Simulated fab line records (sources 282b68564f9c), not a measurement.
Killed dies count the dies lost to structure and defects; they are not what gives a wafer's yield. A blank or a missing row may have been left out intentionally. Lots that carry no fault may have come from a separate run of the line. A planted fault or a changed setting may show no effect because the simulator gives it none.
fab line records | flow rit_cmos
[record] lots = 14 wafers = 42 last_day = 8
route steps=202 shown GATE@87 M1@202
lots that met no fault: from a run of the same line without faults
start_h: the number of hours between the record's first day and the start of the first shown wafer of the lot | wait_h: time in hours since the lot's previous step | " same as the row above | L1.1+2: one row covering several wafers at once | - either no value or no given start | * or withheld: withheld | < > ~ a bound
route shown NAME@n: a module of which the file shows steps, and the number in the route of the first | usual: average and standard deviation across the fault-free wafers | same: alike in all rows | chamber/n: place in a boat | sites: the reading at each site | _std_site: how widely they spread, as a standard deviation | _edge_site: inner sites' mean taken away from outer sites' mean | radius_mm: how far each site lies from the wafer's centre | mask NAME#n: copy n | behind: the most recent tool/chamber to have shaped the wafer | hold: why the lot went on hold/how many hours it stayed there/how the hold came to an end | device: the transistor (n, p or np) that didn't switch | end of line: tests of these same wafers at the route's end | where a step has no rows: the recipe by itself | killed: at the first sort, the dies lost to defects and structure; wafer yield is something else | map: a wafer's dies, x killed, . not, _ none there
set.NAME: setting as actually run; set.NAME@STEP: the setting as run at that earlier step | model.NAME: the simulator's own value behind a step, which no gauge read
steps of the route over a sample of lots; a table a step, a row a wafer
[[steps]]
[step RIT_GATE_COAT_11]
[recipe] resist = NOVOLAK spin_rpm = 4250 resist_thk_nm = 850
// columns lot.wafer tool chamber start_h wait_h
L149.4+5+6 litho_track-02 0 40.34 0.1
L150.2+4+6 litho_track-01 0 42.46 0.1
L151.3+5+6 litho_track-04 0 46.73 0.1
L152.2+3+6 litho_track-01 0 52.91 0.1
L153.1+4+5 litho_track-04 0 56.72 0.1
L154.3+5+6 litho_track-01 0 60.65 0.1
L163.3+5+6 litho_track-02 0 106.98 0.1
L164.1+2+5 litho_track-04 0 112.85 0.1
L165.3+4+5 litho_track-02 0 118.34 0.1
L166.3+4+6 litho_track-02 0 131.54 0.1
L168.2+3+4 litho_track-04 0 137.41 0.1
L169.2+3+4 litho_track-04 0 150.92 0.1
L171.1+4+5 litho_track-04 0 164.42 0.1
L172.2+3+4 litho_track-01 0 177.78 0.1
[step RIT_GATE_CD_MEAS_16]
[recipe] target_cd_nm = 150
[usual] cd_nm = 150.1/2.4
// columns lot.wafer tool chamber start_h wait_h cd_nm
L149.4 cd_sem-01 - 41.02 - 155.8
L149.5 " - " " 152.7
L149.6 " - " " 153.0
L150.2 cd_sem-02 - 43.28 - 154.5
L150.4 " - " " 152.9
L150.6 " - " " 152.9
L151.3 cd_sem-02 - 47.55 - 147.5
L151.5 " - " " 147.9
L151.6 " - " " 148.4
L152.2 cd_sem-02 - 53.73 - 150.7
L152.3 " - " " 151.6
L152.6 " - " " 152.9
L153.1 cd_sem-01 - 57.55 - 151.7
L153.4 " - " " 149.2
L153.5 " - " " 151.7
L154.3 cd_sem-02 - 61.46 - 148.7
L154.5 " - " " 151.1
L154.6 " - " " 149.6
L163.3 cd_sem-01 - 107.67 - 148.2
L163.5 " - " " 150.8
L163.6 " - " " 151.0
L164.1 cd_sem-02 - 113.55 - 147.3
L164.2 " - " " 146.3
L164.5 " - " " 150.6
L165.3 cd_sem-01 - 119.15 - 61.1
L165.4 " - " " 60.5
L165.5 " - " " 60.3
L166.3 cd_sem-02 - 132.48 - 62.7
L166.4 " - " " 59.8
L166.6 " - " " 61.4
L168.2 cd_sem-01 - 138.23 - 149.1
L168.3 " - " " 147.8
L168.4 " - " " 149.0
L169.2 cd_sem-02 - 151.74 - 147.1
L169.3 " - " " 147.2
L169.4 " - " " 147.2
L171.1 cd_sem-02 - 165.45 - 150.7
L171.4 " - " " 150.2
L171.5 " - " " 151.8
L172.2 cd_sem-01 - 178.60 - 152.5
L172.3 " - " " 153.5
L172.4 " - " " 155.1
[step RIT_M1_PROBE_99]
[usual] killed_at_front_end = 7/3.3 killed_dies = 7/3.2 killed_on_rim = 1.9/1.5 killed_open = 3.6/2.2 killed_short = 3.5/2
[same] gross_dies = 264 killed_at_M0_to_M3 = 0 killed_at_M4_up = 0 killed_at_back_side = 0 killed_at_contacts = 0 killed_at_other = 0
// columns lot.wafer tool chamber start_h wait_h killed_at_front_end killed_dies killed_on_rim killed_open killed_short
L149.4 prober-02 - 61.60 0.2 8 8 1 6 2
L149.5 prober-02 - 61.65 0.2 8 8 3 4 4
L149.6 prober-02 - 61.70 0.2 8 8 2 5 3
L150.2 prober-01 - 63.68 0.1 4 4 1 2 2
L150.4 prober-01 - 63.78 0.2 4 4 1 2 2
L150.6 prober-01 - 63.88 0.2 1 1 0 0 1
L151.3 prober-02 - 69.03 0.2 9 9 4 4 5
L151.5 prober-02 - 69.13 0.2 14 14 2 6 8
L151.6 prober-02 - 69.18 0.2 5 5 2 3 2
L152.2 prober-01 - 74.08 0.1 4 4 1 1 3
L152.3 prober-01 - 74.13 0.2 5 5 2 3 2
L152.6 prober-01 - 74.28 0.2 7 7 0 3 4
L153.1 prober-02 - 77.80 0.1 6 6 2 2 4
L153.4 prober-02 - 77.95 0.2 5 5 0 1 4
L153.5 prober-02 - 78.00 0.2 5 5 0 4 1
L154.3 prober-01 - 81.74 0.2 6 6 0 3 3
L154.5 prober-01 - 81.84 0.2 7 7 2 5 2
L154.6 prober-01 - 81.89 0.2 9 9 1 4 5
L163.3 prober-02 - 128.15 0.2 15 15 7 11 4
L163.5 prober-02 - 128.25 0.2 8 8 1 3 5
L163.6 prober-02 - 128.30 0.2 6 6 3 4 2
L164.1 prober-01 - 134.00 0.1 12 12 2 9 3
L164.2 prober-01 - 134.05 0.1 7 7 0 5 2
L164.5 prober-01 - 134.20 0.2 7 7 1 4 3
L165.3 prober-02 - 140.94 0.2 264 264 70 4 4
L165.4 prober-02 - 140.99 0.2 264 264 70 2 5
L165.5 prober-02 - 141.04 0.2 264 264 70 5 3
L166.3 prober-01 - 154.86 0.2 264 264 70 7 8
L166.4 prober-01 - 154.91 0.2 264 264 70 7 5
L166.6 prober-01 - 155.01 0.2 264 264 70 8 9
L168.2 prober-01 - 168.10 0.1 8 8 2 5 3
L168.3 prober-01 - 168.15 0.2 4 4 2 2 2
L168.4 prober-01 - 168.20 0.2 12 12 1 10 2
L169.2 prober-02 - 178.66 0.1 9 9 0 3 6
L169.3 prober-02 - 178.71 0.2 13 13 2 7 6
L169.4 prober-02 - 178.76 0.2 6 6 1 2 4
L171.1 prober-02 - 191.34 0.1 10 10 3 6 3
L171.4 prober-02 - 191.49 0.2 5 5 2 2 3
L171.5 prober-02 - 191.54 0.2 8 8 2 3 5
L172.2 prober-01 - 200.67 0.1 6 6 2 3 3
L172.3 prober-01 - 200.72 0.2 7 7 0 5 2
L172.4 prober-01 - 200.77 0.2 7 7 1 3 4
// killed by level:class
L149.4 FOX2:geometric_particle:open=3 SPACER:geometric_particle:open=2 FOX1:geometric_particle:short=1 FOX1:geometric_particle:open=1 FOX2:geometric_particle:short=1
L149.5 REOX:geometric_particle:short=2 REOX:geometric_particle:open=2 FOX2:geometric_particle:short=1 GATE:geometric_particle:short=1 SPACER:geometric_particle:open=1 SILICIDE:geometric_particle:open=1
L149.6 FOX2:geometric_particle:short=2 GATE:geometric_particle:open=2 FOX2:geometric_particle:open=1 GATE:geometric_particle:short=1 REOX:geometric_particle:open=1 SPACER:geometric_particle:open=1
L150.2 REOX:geometric_particle:open=2 GATE:geometric_particle:short=1 REOX:geometric_particle:short=1
L150.4 FOX1:geometric_particle:short=1 FOX2:geometric_particle:open=1 GATE:geometric_particle:open=1 SPACER:geometric_particle:short=1
L150.6 SILICIDE:geometric_particle:short=1
L151.3 GATE:geometric_particle:short=4 GATE:geometric_particle:open=2 FOX1:geometric_particle:open=1 FOX2:geometric_particle:short=1 SPACER:geometric_particle:open=1
L151.5 GATE:geometric_particle:open=4 SPACER:geometric_particle:short=3 REOX:geometric_particle:short=2 SILICIDE:geometric_particle:open=2 FOX1:geometric_particle:short=1 GATE:geometric_particle:short=1 SILICIDE:geometric_particle:short=1
L151.6 REOX:geometric_particle:open=2 REOX:geometric_particle:short=2 SILICIDE:geometric_particle:open=1
L152.2 REOX:geometric_particle:short=2 GATE:geometric_particle:short=1 GATE:geometric_particle:open=1
L152.3 SILICIDE:geometric_particle:open=2 FOX1:geometric_particle:open=1 GATE:geometric_particle:short=1 SILICIDE:geometric_particle:short=1
L152.6 GATE:geometric_particle:short=2 FOX1:geometric_particle:short=1 GATE:geometric_particle:open=1 REOX:geometric_particle:short=1 REOX:geometric_particle:open=1 SILICIDE:geometric_particle:open=1
L153.1 REOX:geometric_particle:short=2 SPACER:geometric_particle:short=2 FOX2:geometric_particle:open=1 SPACER:geometric_particle:open=1
L153.4 REOX:geometric_particle:short=2 FOX1:geometric_particle:short=1 FOX2:geometric_particle:open=1 GATE:geometric_particle:short=1
L153.5 GATE:geometric_particle:open=2 FOX2:geometric_particle:short=1 FOX2:geometric_particle:open=1 SPACER:geometric_particle:open=1
L154.3 FOX1:geometric_particle:open=2 FOX1:geometric_particle:short=2 GATE:geometric_particle:open=1 REOX:geometric_particle:short=1
L154.5 GATE:geometric_particle:open=5 FOX1:geometric_particle:short=1 SILICIDE:geometric_particle:short=1
L154.6 FOX1:geometric_particle:open=2 GATE:geometric_particle:short=2 GATE:geometric_particle:open=2 FOX1:geometric_particle:short=1 REOX:geometric_particle:short=1 SPACER:geometric_particle:short=1
L163.3 GATE:geometric_particle:open=8 GATE:geometric_particle:short=2 ACTIVE:geometric_particle:open=1 FOX1:geometric_particle:open=1 FOX2:geometric_particle:short=1 REOX:geometric_particle:short=1 SPACER:geometric_particle:open=1
L163.5 GATE:geometric_particle:short=4 GATE:geometric_particle:open=2 SPACER:geometric_particle:open=1 SPACER:geometric_particle:short=1
L163.6 GATE:geometric_particle:short=2 FOX1:geometric_particle:open=1 FOX2:geometric_particle:open=1 GATE:geometric_particle:open=1 REOX:geometric_particle:open=1
L164.1 SPACER:geometric_particle:open=5 GATE:geometric_particle:short=3 GATE:geometric_particle:open=2 REOX:geometric_particle:open=1 SILICIDE:geometric_particle:open=1
L164.2 FOX2:geometric_particle:open=1 GATE:geometric_particle:open=1 REOX:geometric_particle:open=1 SPACER:geometric_particle:open=1 SPACER:geometric_particle:short=1 SILICIDE:geometric_particle:short=1 SILICIDE:geometric_particle:open=1
L164.5 GATE:geometric_particle:open=3 SPACER:geometric_particle:short=2 REOX:geometric_particle:short=1 SPACER:geometric_particle:open=1
L165.3 GATE:area_expose=256 GATE:geometric_particle:open=2 GATE:geometric_particle:short=2 FOX1:geometric_particle:short=1 FOX1:geometric_particle:open=1 FOX2:geometric_particle:open=1 REOX:geometric_particle:short=1
L165.4 GATE:area_expose=257 SPACER:geometric_particle:short=3 FOX1:geometric_particle:short=1 GATE:geometric_particle:open=1 REOX:geometric_particle:short=1 SILICIDE:geometric_particle:open=1
L165.5 GATE:area_expose=256 GATE:geometric_particle:open=4 FOX1:geometric_particle:open=1 GATE:geometric_particle:short=1 REOX:geometric_particle:short=1 SILICIDE:geometric_particle:short=1
L166.3 GATE:area_expose=249 GATE:geometric_particle:short=5 GATE:geometric_particle:open=4 SILICIDE:geometric_particle:short=2 SILICIDE:geometric_particle:open=2 FOX1:geometric_particle:short=1 SPACER:geometric_particle:open=1
L166.4 GATE:area_expose=252 GATE:geometric_particle:open=7 GATE:geometric_particle:short=5
L166.6 GATE:area_expose=247 GATE:geometric_particle:open=6 GATE:geometric_particle:short=4 SPACER:geometric_particle:short=3 SPACER:geometric_particle:open=2 FOX2:geometric_particle:short=1 REOX:geometric_particle:short=1
L168.2 GATE:geometric_particle:open=2 SPACER:geometric_particle:open=2 FOX1:geometric_particle:short=1 FOX2:geometric_particle:short=1 GATE:geometric_particle:short=1 REOX:geometric_particle:open=1
L168.3 ACTIVE:geometric_particle:short=1 FOX1:geometric_particle:short=1 SPACER:geometric_particle:open=1 SILICIDE:geometric_particle:open=1
L168.4 GATE:geometric_particle:open=4 REOX:geometric_particle:open=4 GATE:geometric_particle:short=1 SPACER:geometric_particle:open=1 SILICIDE:geometric_particle:open=1 SILICIDE:geometric_particle:short=1
L169.2 GATE:geometric_particle:short=3 SILICIDE:geometric_particle:short=2 FOX1:geometric_particle:open=1 REOX:geometric_particle:short=1 SPACER:geometric_particle:open=1 SILICIDE:geometric_particle:open=1
L169.3 GATE:geometric_particle:short=3 FOX1:geometric_particle:open=2 SPACER:geometric_particle:open=2 SILICIDE:geometric_particle:open=2 FOX1:geometric_particle:short=1 GATE:geometric_particle:open=1 SPACER:geometric_particle:short=1 SILICIDE:geometric_particle:short=1
L169.4 FOX1:geometric_particle:short=2 GATE:geometric_particle:open=2 GATE:geometric_particle:short=1 REOX:geometric_particle:short=1
L171.1 GATE:geometric_particle:open=4 GATE:geometric_particle:short=2 FOX1:geometric_particle:short=1 REOX:geometric_particle:open=1 SPACER:geometric_particle:open=1 NWELL:coat_microbubble_printed=1
L171.4 FOX2:geometric_particle:open=2 GATE:geometric_particle:short=2 REOX:geometric_particle:short=1
L171.5 GATE:geometric_particle:short=2 FOX1:geometric_particle:open=1 FOX1:geometric_particle:short=1 FOX2:geometric_particle:short=1 REOX:geometric_particle:short=1 REOX:geometric_particle:open=1 SILICIDE:geometric_particle:open=1
L172.2 FOX2:geometric_particle:open=1 GATE:geometric_particle:open=1 GATE:geometric_particle:short=1 REOX:geometric_particle:short=1 REOX:geometric_particle:open=1 SPACER:geometric_particle:short=1
L172.3 GATE:geometric_particle:open=3 SILICIDE:geometric_particle:open=2 FOX2:geometric_particle:short=1 GATE:geometric_particle:short=1
L172.4 FOX1:geometric_particle:open=1 FOX1:geometric_particle:short=1 FOX2:geometric_particle:short=1 FOX2:geometric_particle:open=1 GATE:geometric_particle:short=1 GATE:geometric_particle:open=1 REOX:geometric_particle:short=1
[[key]]
[first_sign] step = RIT_GATE_CD_MEAS_16 reading = cd_nm direction = down sigmas = 37 usual = 150.1 struck = 61.0
[effect] step = RIT_M1_PROBE_99 reading = killed_dies direction = up sigmas = 79 usual = 7 struck = 264
[more_kills_born_at] RIT_GATE_EXPOSE_13@iline_stepper-02 = 769 RIT_GATE_EXPOSE_13@iline_stepper-01 = 748
met_at RIT_GATE_COAT_11
struck_lots L165,L166
later_rows_left_out L165.3,L165.4,L165.5,L166.3,L166.4,L166.6
tester_left_out L165,L166
onset_between 106.98 118.34
[fault] kind = process_parameter_drift tool = litho_track-02 chamber = - onset_h = 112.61 steps = RIT_GATE_COAT_11 channel = resist_thk_nm offset = -382.5 shape = step end_h = 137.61 acts_in = these_recipes_only stated = 850
// tester_left_out: of these lots the tester's yield and bins aren't shown, on N5 and GAA mostly nor the transistor test; their killed dies are dies lost to structure and defects alone, not to doping, threshold or leakage, so they don't give the yield
// later_rows_left_out: the simulator's readings of these wafers behind a module that went badly wrong aren't trusted and aren't shown, but for the sort
